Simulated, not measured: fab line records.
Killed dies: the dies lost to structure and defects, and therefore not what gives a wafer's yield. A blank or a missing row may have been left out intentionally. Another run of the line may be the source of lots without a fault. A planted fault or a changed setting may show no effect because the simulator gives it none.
8D (eight disciplines) problem report, filled in by code | flow rit cmos | the parts of the form that need people (team, actions taken, sign-off) are left out

## 1. PROBLEM STATEMENT
Across 9 wafers from 3 lots, PLDD_RS at RIT_SDANNEAL_RS_MEAS_06 averages 173.4 ohm/sq, while fault-free wafers read 178.5 ohm/sq with a standard deviation of 0.49. That puts it -10 standard deviations away from the usual mean.
The step: measures by four-point-probe.
Earliest sighting: wafer L378.1 on film metro-04 at day 4 16:39. The record has a number at this step for 45 wafers belonging to 15 lots. By rule, "out" or "out of limits" means more than 4 standard deviations away from the usual mean. The other wafers with a number count as sound.

## 2. WHAT IT IS, WHAT IT ISN'T
question                    | is                           | is not
which readings at this step | PLDD_RS                      | -
which lots                  | L378, L379, L380             | L371, L372, L373, L374, L381, L382, L386, L388, L389, L390, L391, L393
which wafers of those lots  | all that have a number       | -
read on which gauges        | film metro-03, film metro-04 | film metro-01
when                        | from day 4 16:39             | up to then (12 sound wafers); but 24 sound wafers of L381, L382, L386, L388, L389, L390, L391, L393 came after

## 3. SUSPECTS, AND WHAT RULES EACH OUT
Counting: any tool at a process step up to the reading is kept as a suspect provided that every lot that is out went through it and no sound lot did after the first of them.
- the gauge at RIT_SDANNEAL_RS_MEAS_06 is ruled out. The wafers that are out were read on 2 gauges (film metro-03, film metro-04).
- implanter-03 at RIT_PLDD_IMPLANT_08: kept. It processed each lot that is out, first L378 at day 4 10:08, and no sound lot thereafter; up to then, the last sound lot it processed was L373 at day 3 06:50. Its own readings are out on those wafers: beam energy keV.
The count leaves implanter-03 at RIT_PLDD_IMPLANT_08.

## 4. THE CAUSE (what the simulator had put in)
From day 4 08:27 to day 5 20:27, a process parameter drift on implanter-03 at RIT_PLDD_IMPLANT_08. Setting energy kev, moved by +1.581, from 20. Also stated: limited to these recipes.
Only this tool survived the counting.

## 5. THE EFFECT CHAIN, in route order
Rows list readings where the struck wafers' mean (over those with a number) sits beyond 3 standard deviations from the usual. Only readings whose record carries a usual standard deviation are examined. hours: median over the lots of the time between each lot's start at the first step of this table that gives one and its start at this step. sigmas: the change, counted in usual standard deviations.
hours | step                    | reading         | usual        | on struck wafers | change | sigmas
0     | RIT_PLDD_IMPLANT_08     | beam energy keV | 19.999       | 21.579           | +1.580 | +99 or more
7     | RIT_SDANNEAL_RS_MEAS_06 | PLDD_RS         | 178.5 ohm/sq | 173.4            | -5.1   | -10
The process steps in it:
- RIT_PLDD_IMPLANT_08

## 6. HOW IT WOULD HAVE BEEN CAUGHT EARLIER
Counted from the fault's start at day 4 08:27, it took 8 hours until the first out-of-limits reading at a measuring or inspecting step in this record, taken at day 4 16:39.
Tool's own readings at RIT_PLDD_IMPLANT_08, beam energy keV: out on all struck wafers the step has rows for; an alarm limit on them would have tripped on the first.
L379, L380, from the lots that are out (3), started RIT_PLDD_IMPLANT_08 on implanter-03 later than day 4 16:39. A hold on the tool at that time would have spared those 2.
